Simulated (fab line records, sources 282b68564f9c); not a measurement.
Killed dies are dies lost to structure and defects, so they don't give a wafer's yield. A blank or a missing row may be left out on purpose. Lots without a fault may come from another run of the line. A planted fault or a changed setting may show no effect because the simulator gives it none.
fab line records | flow rit_cmos
record lots=6 wafers=18 last_day=7
route steps=202 shown ACTIVE@11 FOX1@20 FOX2@23 NWELL@28 PWELL@39 WELLDRIVE@50 SILICIDE@161 M1@202
lots that met no fault: from a run of the same line without faults
start_h: hours from the record's first day to the start of the lot's first wafer shown | wait_h: hours since the lot's step before | " the same as in the row above | L1.1+2: a row that stands for several wafers | - no value, or no start given | * or withheld: withheld | < > ~ a bound
route shown NAME@n: a module of which the file shows steps, and the number in the route of the first | usual: mean/standard deviation of fault-free wafers | same: alike in all rows | chamber/n: place in a boat | sites: the reading at each site | _std_site: their standard deviation | _edge_site: outer sites' mean less inner sites' | radius_mm: how far each site lies from the wafer's centre | mask NAME#n: copy n | behind: the tool/chamber that last shaped the wafer | hold: why the lot was held/for how many hours/how that ended | device: the transistor (n, p or np) that didn't switch | end of line: the same wafers' tests at the end of the route | a step without rows: its recipe alone | killed: dies lost to structure and defects at the first sort, not the wafer's yield | map: a wafer's dies, x killed, . not, _ none there
set.NAME: the setting as run; set.NAME@STEP: as run at that earlier step | model.NAME: the simulator's own value behind a step, which no gauge read
lots at some steps of the route; a table a step, a row a wafer
services: from which hour (start_h, from the record's first day; less than 0 if before it) a tool's chamber was out of use, for how many hours, and why
## steps
# step RIT_ACTIVE_DEVELOP_10
# recipe resist=NOVOLAK develop_time_s=50 dev_temp_c=23
# step RIT_ACTIVE_CD_MEAS_11
# recipe target_cd_nm=1400
# usual cd_nm=1399.2/2.4
# columns lot.wafer tool chamber start_h wait_h cd_nm
L518.2 cd_sem-01 - 29.65 - 1401.1
L518.3 " - " " 1398.9
L518.6 " - " " 1402.1
L521.1 cd_sem-01 - 45.27 - 1399.2
L521.4 " - " " 1399.3
L521.5 " - " " 1398.5
L525.2 cd_sem-01 - 64.68 - 1400.3
L525.3 " - " " 1400.2
L525.5 " - " " 1399.0
L531.4 cd_sem-01 - 94.50 - 1399.2
L531.5 " - " " 1399.2
L531.6 " - " " 1400.1
L537.2 cd_sem-01 - 125.23 - 1394.5
L537.4 " - " " 1396.0
L537.6 " - " " 1396.8
L538.1 cd_sem-01 - 129.56 - 1399.9
L538.2 " - " " 1401.3
L538.6 " - " " 1400.8
# step RIT_ACTIVE_HARDBAKE_12
# recipe resist=NOVOLAK temp_c=140 time_s=60
# step RIT_ACTIVE_ETCH_13
# recipe stop_on=SiO2 chemistry=SF6 target=Si3N4 time_s=210 over_etch_frac=0.4 SF6_flow_sccm=200 pressure_mtorr=260 rf_w=125 target_depth_a=2100
# usual SF6_flow_sccm=200.0/0.55 chamber_pressure_mTorr=259.99/0.24 drypump_motor_current_A=5.6/0.49 oes_product_au=0.825/0.014 throttle_valve_pct=7.44/0.1
# columns lot.wafer tool chamber start_h wait_h SF6_flow_sccm chamber_pressure_mTorr drypump_motor_current_A oes_product_au rf_hours_counter_h throttle_valve_pct
L518.2 rie_diel-01 2 29.90 0.1 200.2 260.35 6.3 0.821 136 7.30
L518.3 " 3 " " 200.3 259.75 6.1 0.839 147 7.48
L518.6 " 3 " " 199.9 259.88 6.1 0.849 - 7.48
L521.1 rie_diel-02 2 45.54 0.1 199.7 260.28 6.0 0.820 128 7.63
L521.4 " 0 " " 200.0 259.50 4.9 0.795 3 7.48
L521.5 " 3 " " 200.1 259.99 4.9 0.812 - 7.41
L525.2 rie_diel-04 2 64.93 0.1 200.7 259.95 5.0 0.817 26 7.48
L525.3 " 1 " " 200.4 259.96 5.4 0.842 32 7.52
L525.5 " 1 " " 199.5 259.85 5.5 0.847 - 7.53
L531.4 rie_diel-02 2 94.78 0.1 199.2 259.83 6.0 0.836 - 7.63
L531.5 " 3 " " 199.4 260.24 4.9 0.820 - 7.40
L531.6 " 0 " " 199.0 259.86 4.9 0.801 - 7.48
L537.2 rie_diel-04 1 125.48 0.1 199.3 259.93 5.4 0.845 34 7.53
L537.4 " 2 " " 200.0 259.78 5.0 0.831 - 7.48
L537.6 " 1 " " 199.9 259.61 5.4 0.845 - 7.53
L538.1 rie_diel-02 0 129.83 0.1 200.4 260.33 4.9 0.793 5 7.48
L538.2 " 3 " " 199.7 260.62 4.9 0.804 5 7.40
L538.6 " 1 " " 200.5 260.10 5.6 0.824 - 7.47
# step RIT_ACTIVE_STRIP_14
# recipe chemistry=O2 time_s=180 resist=NOVOLAK platen_temp_c=withheld power_w=500 pressure_mtorr=4000 o2_flow_sccm=4000
# usual chamber_pressure_mTorr=4000/3.5 drypump_motor_current_A=5.8/0.32
# columns lot.wafer tool chamber start_h wait_h chamber_pressure_mTorr drypump_motor_current_A rf_hours_counter_h
L518.2 plasma_asher-04 0 30.03 0.1 4004 5.5 39
L518.3 " 0 " " 3995 5.5 -
L518.6 " 0 " " 3998 5.5 -
L521.1 plasma_asher-03 1 45.68 0.1 3998 5.4 34
L521.4 " 1 " " 4002 5.4 -
L521.5 " 0 " " 3999 6.1 -
L525.2 plasma_asher-03 0 65.06 0.1 3997 6.1 36
L525.3 " 1 " " 4003 5.4 -
L525.5 " 1 " " 4002 5.4 -
L531.4 plasma_asher-03 0 94.90 0.1 4010 6.1 -
L531.5 " 1 " " 3997 5.4 -
L531.6 " 0 " " 3999 6.1 -
L537.2 plasma_asher-01 0 125.61 0.1 4004 5.5 51
L537.4 " 0 " " 4004 5.6 -
L537.6 " 1 " " 3999 6.3 -
L538.1 plasma_asher-04 1 129.97 0.1 3997 5.8 49
L538.2 " 0 " " 4002 5.5 49
L538.6 " 0 " " 3995 5.5 -
# step RIT_ACTIVE_CD_MEAS_90
# recipe target_cd_nm=1400
# usual cd_nm=1399.2/2.4
# columns lot.wafer tool chamber start_h wait_h cd_nm
L518.2 cd_sem-01 - 30.22 0.1 1401.3
L518.3 " - " " 1398.8
L518.6 " - " " 1402.5
L521.1 cd_sem-01 - 45.85 0.1 1399.7
L521.4 " - " " 1399.7
L521.5 " - " " 1398.8
L525.2 cd_sem-01 - 65.26 0.1 1400.2
L525.3 " - " " 1400.0
L525.5 " - " " 1398.9
L531.4 cd_sem-01 - 95.16 0.2 1399.2
L531.5 " - " " 1399.0
L531.6 " - " " 1400.6
L537.2 cd_sem-01 - 125.86 0.2 1394.5
L537.4 " - " " 1395.6
L537.6 " - " " 1396.5
L538.1 cd_sem-01 - 130.14 0.1 1399.6
L538.2 " - " " 1400.7
L538.6 " - " " 1400.3
# step RIT_ACTIVE_CLEAN_15
# recipe chemistry=SC1 mix=3:3:50 time_s=600 temp_c=75
# step RIT_ACTIVE_CLEAN_16
# recipe chemistry=dHF dilution=50:1 time_s=30
# step RIT_ACTIVE_CLEAN_17
# recipe chemistry=SC2 mix=3:3:50 time_s=600 temp_c=75 dry=n2_spin
# step RIT_FOX1_OXIDATION_00
# recipe temp_c=1100 ambient=H2O target_thk_a=3507 p_h2o_torr=720 ox_time_s=1130
# step RIT_FOX1_THK_MEAS_01
# recipe reads=SiO2_of_FOX1_OXIDATION_00
# usual FOX1_OXIDE_THK=351/5.4
# columns lot.wafer tool chamber start_h wait_h FOX1_OXIDE_THK[nm]
L518.2 film_metro-03 - 32.05 0.0 356
L518.3 " - " " 352
L518.6 " - " " 351
L521.1 film_metro-01 - 48.37 0.0 352
L521.4 " - " " 349
L521.5 " - " " 354
L525.2 film_metro-03 - 67.05 0.0 360
L525.3 " - " " 362
L525.5 " - " " 356
L531.4 film_metro-04 - 97.38 0.0 351
L531.5 " - " " 350
L531.6 " - " " 357
L537.2 film_metro-01 - 128.38 0.0 357
L537.4 " - " " 359
L537.6 " - " " 355
L538.1 film_metro-04 - 132.12 0.0 352
L538.2 " - " " 353
L538.6 " - " " 353
# step RIT_FOX1_WET_ETCH_02
# recipe chemistry=BOE target_depth_nm=350 time_s=390 temp_c=21.5 dry=n2_spin dilution=10:1 target=SiO2
# step RIT_FOX2_OXIDATION_00
# recipe temp_c=1100 ambient=H2O target_thk_a=3507 p_h2o_torr=720 ox_time_s=1130
# usual spike_tc_centre_C=1102.7/1.3 spike_tc_load_C=1126/4.1 spike_tc_source_C=1130.5/1.1 tube_center_temp_C=1100/0.11 tube_center_temp_C_max=1102.9/0.52
# same ox_time_s=1130
# columns lot.wafer tool chamber start_h wait_h spike_tc_centre_C spike_tc_load_C spike_tc_source_C tube_center_temp_C tube_center_temp_C_max model.SiO2_of_FOX2_OXIDATION_00.thk_nm
L518.2 furnace-01 0 32.23 0.0 1101.3 1131 1128.5 1099.9 1103.0 350
L518.3 " 0 " " 1103.0 1129 1128.3 1100 1103.0 347
L518.6 " 0 " " 1104.1 1131 1128.0 1100 1102.5 349.6
L521.1 furnace-02 0 48.62 0.1 1103.5 1129 1129.1 1100.2 1103.9 342.8
L521.4 " 0 " " 1102.1 1129 1131.1 1100 1102.7 343.4
L521.5 " 0 " " 1104.4 1129 1130.9 1100 1103.2 345
L525.2 furnace-02 0 67.56 0.3 1078.1 1104 1105.2 1075.2 1077.9 300.3
L525.3 " 0 " " 1079.2 1103 1106.6 1075 1077.6 302.3
L525.5 " 0 " " 1079.0 1103 1105.3 1075.1 1078.1 307.3
L531.4 furnace-02 0 97.54 0.0 1079.3 1105 1103.9 1075 1078.8 310.6
L531.5 " 0 " " 1078.0 1104 1106.7 1074.8 1078.1 308.2
L531.6 " 0 " " 1078.2 1103 1104.6 1075 1078.2 306.9
L537.2 furnace-04 0 128.81 0.3 1099.9 1120 1129.5 1100.1 1103.3 348.4
L537.4 " 0 " " 1100.0 1121 1132.2 1100 1102.8 350.5
L537.6 " 0 " " 1103.0 1123 1129.1 1099.8 1102.1 353
L538.1 furnace-01 0 132.30 0.0 1103.5 1129 1130.3 1100 1102.4 343.6
L538.2 " 0 " " 1102.1 1130 1130.9 1099.9 1102.3 350.9
L538.6 " 0 " " 1103.1 1129 1129.9 1100.1 1103.0 348.8
# step RIT_FOX2_THK_MEAS_01
# recipe reads=SiO2_of_FOX2_OXIDATION_00
# usual FOX2_OXIDE_THK=349/4.9
# columns lot.wafer tool chamber start_h wait_h FOX2_OXIDE_THK[nm]
L518.2 film_metro-03 - 33.55 0.0 350
L518.3 " - " " 347
L518.6 " - " " 350
L521.1 film_metro-03 - 49.93 0.0 343
L521.4 " - " " 343
L521.5 " - " " 345
L525.2 film_metro-03 - 68.89 0.0 300
L525.3 " - " " 302
L525.5 " - " " 307
L531.4 film_metro-01 - 98.88 0.0 311
L531.5 " - " " 308
L531.6 " - " " 307
L537.2 film_metro-03 - 130.13 0.0 349
L537.4 " - " " 351
L537.6 " - " " 353
L538.1 film_metro-01 - 133.61 0.0 344
L538.2 " - " " 351
L538.6 " - " " 349
# step RIT_FOX2_CLEAN_02
# recipe chemistry=dHF dilution=50:1 time_s=180
# step RIT_FOX2_WET_ETCH_03
# recipe chemistry=H3PO4 target=Si3N4 target_depth_nm=195 temp_c=165 time_s=2700
# step RIT_FOX2_THK_MEAS_90
# recipe reads=SiO2_of_FOX2_OXIDATION_00
# usual FIELD_OXIDE_LEFT_1_THK=321/4.9
# columns lot.wafer tool chamber start_h wait_h FIELD_OXIDE_LEFT_1_THK[nm]
L518.2 film_metro-02 - 34.43 0.0 322
L518.3 " - " " 319
L518.6 " - " " 322
L521.1 film_metro-03 - 50.88 0.0 315
L521.4 " - " " 316
L521.5 " - " " 318
L525.2 film_metro-01 - 69.76 0.0 273
L525.3 " - " " 275
L525.5 " - " " 280
L531.4 film_metro-01 - 99.82 0.0 283
L531.5 " - " " 281
L531.6 " - " " 280
L537.2 film_metro-03 - 131.01 0.0 321
L537.4 " - " " 323
L537.6 " - " " 326
L538.1 film_metro-01 - 134.49 0.0 316
L538.2 " - " " 323
L538.6 " - " " 321
# step RIT_NWELL_HMDS_00
# recipe prime_time_s=60 prime_temp_c=140
# step RIT_NWELL_COAT_01
# recipe resist=NOVOLAK spin_rpm=2000 resist_thk_nm=1300
# step RIT_NWELL_SOFTBAKE_02
# recipe resist=NOVOLAK temp_c=90 time_s=60
# step RIT_NWELL_EXPOSE_03
# recipe mask_id=M2 na=0.57 target_cd_nm=43900 dose_mj=250
# step RIT_NWELL_PEB_04
# recipe resist=NOVOLAK temp_c=withheld time_s=withheld
# step RIT_NWELL_DEVELOP_05
# recipe resist=NOVOLAK develop_time_s=68 dev_temp_c=23
# step RIT_NWELL_OVL_MEAS_06
# usual NWELL_OVL=0.1/1.3
# columns lot.wafer tool chamber start_h wait_h NWELL_OVL[nm]
L518.2 overlay-02 - 35.37 - 0.8
L518.3 " - " " 0.0
L518.6 " - " " 0.7
L521.1 overlay-01 - 52.22 - -0.3
L521.4 " - " " 0.4
L521.5 " - " " 1.0
L525.2 overlay-02 - 70.78 - 0.8
L525.3 " - " " 2.2
L525.5 " - " " 1.6
L531.4 overlay-01 - 100.88 - -1.4
L531.5 " - " " -1.7
L531.6 " - " " -1.0
L537.2 overlay-01 - 132.07 - 0.8
L537.4 " - " " 0.3
L537.6 " - " " 0.4
L538.1 overlay-01 - 135.62 - 1.2
L538.2 " - " " -0.3
L538.6 " - " " -1.5
# step RIT_NWELL_HARDBAKE_07
# recipe resist=NOVOLAK temp_c=140 time_s=120
# step RIT_NWELL_IMPLANT_08
# recipe species=P energy_kev=170 dose_cm2=5e+13 tilt_deg=7
# step RIT_NWELL_STRIP_09
# recipe chemistry=O2 time_s=180 resist=NOVOLAK platen_temp_c=withheld power_w=500 pressure_mtorr=4000 o2_flow_sccm=4000
# usual chamber_pressure_mTorr=4000/3.6 drypump_motor_current_A=5.7/0.37
# columns lot.wafer tool chamber start_h wait_h chamber_pressure_mTorr drypump_motor_current_A rf_hours_counter_h
L518.2 plasma_asher-02 1 35.80 0.1 4001 5.9 27
L518.3 " 0 " " 3999 5.1 -
L518.6 " 0 " " 4001 5.1 -
L521.1 plasma_asher-02 0 52.66 0.1 3999 5.1 28
L521.4 " 0 " " 4000 5.1 -
L521.5 " 0 " " 3997 5.1 -
L525.2 plasma_asher-03 1 71.21 0.1 3995 5.4 37
L525.3 " 1 " " 3999 5.4 -
L525.5 " 1 " " 3998 5.4 -
L531.4 plasma_asher-01 1 101.47 0.1 3993 6.3 -
L531.5 " 1 " " 4002 6.3 -
L531.6 " 0 " " 3998 5.5 -
L537.2 plasma_asher-03 0 132.50 0.1 3997 6.1 2
L537.4 " 0 " " 4001 6.1 -
L537.6 " 1 " " 4003 5.4 -
L538.1 plasma_asher-03 1 136.06 0.1 3996 5.4 2
L538.2 " 0 " " 3999 6.0 2
L538.6 " 1 " " 4004 5.4 -
# step RIT_NWELL_TW_MEAS_10
# usual NWELL_TW=2132/22
# columns lot.wafer tool chamber start_h wait_h NWELL_TW
L518.2 film_metro-02 - 35.99 0.1 2114
L518.3 " - " " 2118
L518.6 " - " " 2124
L521.1 film_metro-04 - 52.83 0.1 2163
L521.4 " - " " 2165
L521.5 " - " " 2162
L525.2 film_metro-03 - 71.39 0.1 2133
L525.3 " - " " 2128
L525.5 " - " " 2133
L531.4 film_metro-02 - 101.61 0.1 2129
L531.5 " - " " 2125
L531.6 " - " " 2133
L537.2 film_metro-02 - 132.69 0.1 2108
L537.4 " - " " 2109
L537.6 " - " " 2100
L538.1 film_metro-02 - 136.23 0.1 2118
L538.2 " - " " 2119
L538.6 " - " " 2103
# step RIT_PWELL_HMDS_00
# recipe prime_time_s=60 prime_temp_c=140
# step RIT_PWELL_COAT_01
# recipe resist=NOVOLAK spin_rpm=2000 resist_thk_nm=1300
# step RIT_PWELL_SOFTBAKE_02
# recipe resist=NOVOLAK temp_c=90 time_s=60
# step RIT_PWELL_EXPOSE_03
# recipe mask_id=M3 na=0.57 target_cd_nm=43700 dose_mj=250
# step RIT_PWELL_PEB_04
# recipe resist=NOVOLAK temp_c=withheld time_s=withheld
# step RIT_PWELL_DEVELOP_05
# recipe resist=NOVOLAK develop_time_s=68 dev_temp_c=23
# step RIT_PWELL_OVL_MEAS_06
# usual PWELL_OVL=0.7/1.3
# columns lot.wafer tool chamber start_h wait_h PWELL_OVL[nm]
L518.2 overlay-01 - 36.92 - -1.8
L518.3 " - " " 0.1
L518.6 " - " " 0.2
L521.1 overlay-01 - 53.90 - 1.4
L521.4 " - " " 1.2
L521.5 " - " " 0.4
L525.2 overlay-02 - 72.33 - 1.8
L525.3 " - " " 1.3
L525.5 " - " " 1.1
L531.4 overlay-01 - 102.54 - 0.7
L531.5 " - " " -1.4
L531.6 " - " " -1.0
L537.2 overlay-02 - 133.62 - 2.1
L537.4 " - " " 0.9
L537.6 " - " " 3.0
L538.1 overlay-01 - 137.17 - 1.4
L538.2 " - " " -0.4
L538.6 " - " " 1.3
# step RIT_PWELL_HARDBAKE_07
# recipe resist=NOVOLAK temp_c=140 time_s=120
# step RIT_PWELL_IMPLANT_08
# recipe species=B energy_kev=170 dose_cm2=7e+13 tilt_deg=7
# step RIT_PWELL_STRIP_09
# recipe chemistry=O2 time_s=180 resist=NOVOLAK platen_temp_c=withheld power_w=500 pressure_mtorr=4000 o2_flow_sccm=4000
# usual chamber_pressure_mTorr=4000/4.1 drypump_motor_current_A=5.7/0.38
# columns lot.wafer tool chamber start_h wait_h chamber_pressure_mTorr drypump_motor_current_A rf_hours_counter_h
L518.2 plasma_asher-04 1 37.35 0.1 4006 5.8 40
L518.3 " 1 " " 4003 5.8 -
L518.6 " 1 " " 3997 5.8 -
L521.1 plasma_asher-02 0 54.33 0.1 4002 5.1 29
L521.4 " 1 " " 4003 5.9 -
L521.5 " 0 " " 3996 5.1 -
L525.2 plasma_asher-04 1 72.76 0.1 4001 5.8 43
L525.3 " 0 " " 4003 5.5 -
L525.5 " 1 " " 4001 5.8 -
L531.4 plasma_asher-01 0 103.02 0.1 4004 5.6 -
L531.5 " 1 " " 4008 6.3 -
L531.6 " 0 " " 3975 5.6 -
L537.2 plasma_asher-04 0 134.05 0.1 4004 5.5 50
L537.4 " 0 " " 3995 5.5 -
L537.6 " 0 " " 3995 5.5 -
L538.1 plasma_asher-01 1 137.61 0.1 3998 6.3 52
L538.2 " 0 " " 3998 5.5 52
L538.6 " 1 " " 4000 6.3 -
# step RIT_PWELL_TW_MEAS_10
# usual PWELL_TW=947/9.9
# columns lot.wafer tool chamber start_h wait_h PWELL_TW
L518.2 film_metro-03 - 37.54 0.1 948
L518.3 " - " " 944
L518.6 " - " " 948
L521.1 film_metro-03 - 54.51 0.1 945
L521.4 " - " " 940
L521.5 " - " " 944
L525.2 film_metro-03 - 72.94 0.1 941
L525.3 " - " " 938
L525.5 " - " " 940
L531.4 film_metro-04 - 103.17 0.1 956
L531.5 " - " " 961
L531.6 " - " " 960
L537.2 film_metro-03 - 134.24 0.1 938
L537.4 " - " " 942
L537.6 " - " " 936
L538.1 film_metro-04 - 137.78 0.1 947
L538.2 " - " " 955
L538.6 " - " " 951
# step RIT_WELLDRIVE_ANNEAL_00
# recipe temp_c=1100 time_s=14700 ambient=N2
# step RIT_WELLDRIVE_RS_MEAS_01
# recipe thk_meas_gauge=four-point-probe
# usual NWELL_RS=275.9/0.73
# columns lot.wafer tool chamber start_h wait_h NWELL_RS[ohm/sq]
L518.2 film_metro-03 - 42.81 0.0 275.5
L518.3 " - " " 276.4
L518.6 " - " " 275.3
L521.1 film_metro-03 - 59.65 0.0 275.8
L521.4 " - " " 276.3
L521.5 " - " " 276.7
L525.2 film_metro-03 - 78.68 0.0 276.4
L525.3 " - " " 275.4
L525.5 " - " " 275.1
L531.4 film_metro-02 - 108.52 0.1 275.3
L531.5 " - " " 276.4
L531.6 " - " " 275.4
L537.2 film_metro-03 - 139.39 0.0 276.6
L537.4 " - " " 276.0
L537.6 " - " " 276.2
L538.1 film_metro-02 - 143.21 0.0 275.0
L538.2 " - " " 274.8
L538.6 " - " " 274.6
# step RIT_WELLDRIVE_RS_MEAS_02
# recipe thk_meas_gauge=four-point-probe
# usual PWELL_RS=429.8/1.3
# columns lot.wafer tool chamber start_h wait_h PWELL_RS[ohm/sq]
L518.2 film_metro-03 - 42.93 0.1 431.0
L518.3 " - " " 430.1
L518.6 " - " " 430.0
L521.1 film_metro-03 - 59.77 0.1 432.6
L521.4 " - " " 432.7
L521.5 " - " " 432.2
L525.2 film_metro-03 - 78.80 0.1 428.7
L525.3 " - " " 429.5
L525.5 " - " " 429.5
L531.4 film_metro-02 - 108.64 0.1 430.9
L531.5 " - " " 431.1
L531.6 " - " " 430.9
L537.2 film_metro-03 - 139.51 0.1 431.8
L537.4 " - " " 429.8
L537.6 " - " " 430.7
L538.1 film_metro-02 - 143.33 0.1 431.3
L538.2 " - " " 429.6
L538.6 " - " " 431.1
# step RIT_FOX2_THK_MEAS_91
# recipe reads=SiO2_of_FOX2_OXIDATION_00
# usual FIELD_OXIDE_LEFT_2_THK=253/5.1
# columns lot.wafer tool chamber start_h wait_h FIELD_OXIDE_LEFT_2_THK[nm]
L518.2 film_metro-01 - 46.75 0.0 255
L518.3 " - " " 252
L518.6 " - " " 255
L521.1 film_metro-03 - 63.41 0.0 247
L521.4 " - " " 247
L521.5 " - " " 249
L525.2 film_metro-02 - 82.56 0.0 204
L525.3 " - " " 206
L525.5 " - " " 211
L531.4 film_metro-01 - 112.44 0.0 215
L531.5 " - " " 212
L531.6 " - " " 211
L537.2 film_metro-03 - 143.27 0.0 252
L537.4 " - " " 254
L537.6 " - " " 257
L538.1 film_metro-03 - 147.32 0.0 248
L538.2 " - " " 255
L538.6 " - " " 253
# step RIT_SILICIDE_WET_ETCH_00
# recipe chemistry=BOE target=SiO2 target_depth_nm=14 time_s=15 dry=n2_spin dilution=10:1 temp_c=21.5
# columns lot.wafer tool chamber start_h wait_h model.SiO2_of_FOX2_OXIDATION_00.thk_nm
L518.2 wet_bench-03 2 65.54 0.1 150.3
L518.3 " 2 " " 147.4
L518.6 " 2 " " 149.7
L521.1 wet_bench-03 3 80.93 0.1 141.3
L521.4 " 3 " " 142.7
L521.5 " 3 " " 143.9
L525.2 wet_bench-04 2 99.90 0.1 99.09
L525.3 " 2 " " 100.6
L525.5 " 2 " " 105.1
L531.4 wet_bench-02 2 130.89 0.0 109
L531.5 " 2 " " 106
L531.6 " 2 " " 104.2
L537.2 wet_bench-02 2 161.57 0.1 148.4
L537.4 " 2 " " 149.7
L537.6 " 2 " " 153.1
L538.1 wet_bench-03 3 165.99 0.1 142.7
L538.2 " 3 " " 150.3
L538.6 " 3 " " 147.6
# step RIT_M1_PROBE_99
# usual killed_at_front_end=7/3.1 killed_dies=7/3.1 killed_open=3.6/2.3 killed_short=3.2/2
# same gross_dies=264 killed_at_M0_to_M3=0 killed_at_M4_up=0 killed_at_back_side=0 killed_at_contacts=0 killed_at_other=0
# columns lot.wafer tool chamber start_h wait_h killed_at_front_end killed_dies killed_open killed_short model.etest.pldd.width_nm model.etest.nldd.width_nm model.etest.nplus_sal.width_nm model.etest.pplus_sal.width_nm model.etest.pwell.rs_ohm_sq model.etest.field_n.vt_v model.etest.field_p_metal.vt_v model.etest.iso_nwell_nwell.bv_v
L518.2 prober-01 - 73.61 0.1 10 10 3 7 3170 3164 3440 3447 419.2 34.91 -27.84 22.25
L518.3 prober-01 - 73.66 0.2 5 5 4 1 3163 3155 3449 3448 419 34.57 -27.68 21.88
L518.6 prober-01 - 73.81 0.2 4 4 2 2 3157 3172 3473 3463 413.4 34.88 -27.99 22.03
L521.1 prober-01 - 89.00 0.1 6 6 5 1 3167 3185 3462 3465 419.6 33.51 -29.37 21.31
L521.4 prober-01 - 89.15 0.2 4 4 4 0 3187 3174 3454 3456 414.1 33.47 -29.93 21.93
L521.5 prober-01 - 89.20 0.2 8 8 6 2 3182 3182 3470 3452 418.9 33.79 -29.32 21.87
L525.2 prober-01 - 107.00 0.1 6 6 2 2 3224 3217 3483 3446 404.8 27.6 -35.29 21.08
L525.3 prober-01 - 107.05 0.2 4 4 3 1 3226 3210 3492 3465 400 27.86 -35.18 20.99
L525.5 prober-01 - 107.15 0.2 3 3 2 1 3218 3206 3478 3489 403.5 28.59 -34.37 21.17
L531.4 prober-01 - 138.29 0.2 8 8 2 6 3215 3215 3483 3473 404.1 29.15 -30.77 21.7
L531.5 prober-01 - 138.34 0.2 10 10 5 5 3241 3229 3485 3501 405.2 28.91 -31.02 21.5
L531.6 prober-01 - 138.39 0.2 4 4 2 2 3216 3223 3474 3493 401.6 28.71 -31.27 21.65
L537.2 prober-01 - 168.54 0.1 4 4 2 2 3170 3155 3428 3413 416.5 34.18 -28.07 22.05
L537.4 prober-01 - 168.64 0.2 12 12 5 7 3188 3163 3432 3464 406.8 34.74 -28.5 22.28
L537.6 prober-01 - 168.74 0.2 6 6 2 4 3168 3159 3435 3431 415.9 34.88 -28.25 22.46
L538.1 prober-02 - 173.01 0.1 12 12 9 3 3174 3166 3456 3469 412 33.66 -30.38 22.05
L538.2 prober-02 - 173.06 0.1 1 1 0 1 3164 3154 3447 3448 410 34.74 -29.97 22
L538.6 prober-02 - 173.26 0.2 4 4 2 2 3168 3164 3445 3440 415.9 34.42 -30.07 22.33
# killed by level:class
L518.2 GATE:geometric_particle:short=4 GATE:geometric_particle:open=2 REOX:geometric_particle:short=2 SPACER:geometric_particle:open=1 SILICIDE:geometric_particle:short=1
L518.3 GATE:geometric_particle:open=2 GATE:geometric_particle:short=1 REOX:geometric_particle:open=1 SILICIDE:geometric_particle:open=1
L518.6 ACTIVE:geometric_particle:short=1 REOX:geometric_particle:open=1 SPACER:geometric_particle:short=1 SPACER:geometric_particle:open=1
L521.1 GATE:geometric_particle:open=3 GATE:geometric_particle:short=1 REOX:geometric_particle:open=1 SILICIDE:geometric_particle:open=1
L521.4 FOX2:geometric_particle:open=3 GATE:geometric_particle:open=1
L521.5 SILICIDE:geometric_particle:open=4 GATE:geometric_particle:open=1 REOX:geometric_particle:short=1 SPACER:geometric_particle:open=1 SPACER:geometric_particle:short=1
L525.2 NSD:coat_microbubble_printed=2 FOX1:geometric_particle:short=1 FOX1:geometric_particle:open=1 GATE:geometric_particle:short=1 REOX:geometric_particle:open=1
L525.3 GATE:geometric_particle:open=2 GATE:geometric_particle:short=1 SPACER:geometric_particle:open=1
L525.5 FOX2:geometric_particle:open=1 GATE:geometric_particle:short=1 SILICIDE:geometric_particle:open=1
L531.4 REOX:geometric_particle:short=2 FOX1:geometric_particle:short=1 FOX2:geometric_particle:open=1 FOX2:geometric_particle:short=1 GATE:geometric_particle:open=1 GATE:geometric_particle:short=1 SILICIDE:geometric_particle:short=1
L531.5 REOX:geometric_particle:short=3 FOX1:geometric_particle:open=1 FOX2:geometric_particle:short=1 FOX2:geometric_particle:open=1 GATE:geometric_particle:open=1 REOX:geometric_particle:open=1 SILICIDE:geometric_particle:short=1 SILICIDE:geometric_particle:open=1
L531.6 FOX1:geometric_particle:short=1 FOX2:geometric_particle:open=1 GATE:geometric_particle:open=1 REOX:geometric_particle:short=1
L537.2 GATE:geometric_particle:open=2 FOX2:geometric_particle:short=1 GATE:geometric_particle:short=1
L537.4 FOX1:geometric_particle:short=3 GATE:geometric_particle:open=3 GATE:geometric_particle:short=2 SILICIDE:geometric_particle:short=2 SILICIDE:geometric_particle:open=1 REOX:geometric_particle:open=1
L537.6 GATE:geometric_particle:short=4 FOX2:geometric_particle:open=1 REOX:geometric_particle:open=1
L538.1 REOX:geometric_particle:open=5 REOX:geometric_particle:short=3 FOX1:geometric_particle:open=2 GATE:geometric_particle:open=2
L538.2 REOX:geometric_particle:short=1
L538.6 FOX1:geometric_particle:short=1 REOX:geometric_particle:open=1 REOX:geometric_particle:short=1 SPACER:geometric_particle:open=1
## services
# columns tool chamber start_h hours kind
furnace-01 - 8.21 3.5 pm
rie_diel-02 2 8.24 8.3 repair
wet_bench-03 - 15.71 4.4 pm
furnace-02 - 40.63 3.0 pm
furnace-04 - 45.34 2.8 pm
wet_bench-02 - 49.65 4.4 pm
rie_diel-01 2 55.12 5.9 repair
furnace-04 - 55.98 3.2 pm
rie_diel-02 1 62.13 7.9 repair
rie_diel-04 3 72.09 5.3 repair
rie_diel-04 2 77.27 13.9 repair
rie_diel-02 2 84.52 5.5 repair
furnace-02 - 89.09 3.4 pm
wet_bench-03 - 102.07 3.7 repair
plasma_asher-03 - 108.75 9.0 pm
plasma_asher-03 0 108.75 9.0 vent_cycle
plasma_asher-03 1 108.75 9.0 vent_cycle
rie_diel-04 3 115.19 26.2 repair
plasma_asher-03 0 117.75 - clean
rie_diel-02 2 127.60 4.6 repair
rie_diel-01 3 134.24 3.2 repair
furnace-04 - 143.31 8.1 pm
wet_bench-03 - 147.88 2.2 repair
plasma_asher-04 - 165.48 1.2 repair
## key
first_sign step=RIT_FOX2_OXIDATION_00 reading=tube_center_temp_C direction=down sigmas=99+ usual=* struck=*
effect step=RIT_FOX2_OXIDATION_00 reading=tube_center_temp_C_max direction=down sigmas=47 usual=* struck=*
effect step=RIT_FOX2_THK_MEAS_01 reading=FOX2_OXIDE_THK direction=down sigmas=8.7 usual=349 struck=306
effect step=RIT_FOX2_THK_MEAS_90 reading=FIELD_OXIDE_LEFT_1_THK direction=down sigmas=8.8 usual=321 struck=278
effect step=RIT_FOX2_THK_MEAS_91 reading=FIELD_OXIDE_LEFT_2_THK direction=down sigmas=8.5 usual=253 struck=210
model_effect step=RIT_FOX2_OXIDATION_00 value=SiO2_of_FOX2_OXIDATION_00.thk_nm without=348.8 struck=305.9
model_effect step=RIT_SILICIDE_WET_ETCH_00 value=SiO2_of_FOX2_OXIDATION_00.thk_nm without=146.8 struck=104
model_effect step=RIT_M1_PROBE_99 value=etest.pldd.width_nm without=3180 struck=3223
met_at RIT_FOX2_OXIDATION_00
struck_wafers L525.2,L525.3,L525.5,L531.4,L531.5,L531.6
tester_left_out L525,L531
onset_between 48.62 67.56
fault kind=process_parameter_drift tool=furnace-02 chamber=- onset_h=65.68 steps=RIT_FOX2_OXIDATION_00 channel=temp_c offset=* shape=step end_h=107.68 acts_in=* stated=*
# tester_left_out: of these lots the tester's yield and bins aren't shown, on N5 and GAA mostly nor the transistor test; their killed dies are dies lost to structure and defects alone, not to doping, threshold or leakage, so they don't give the yield
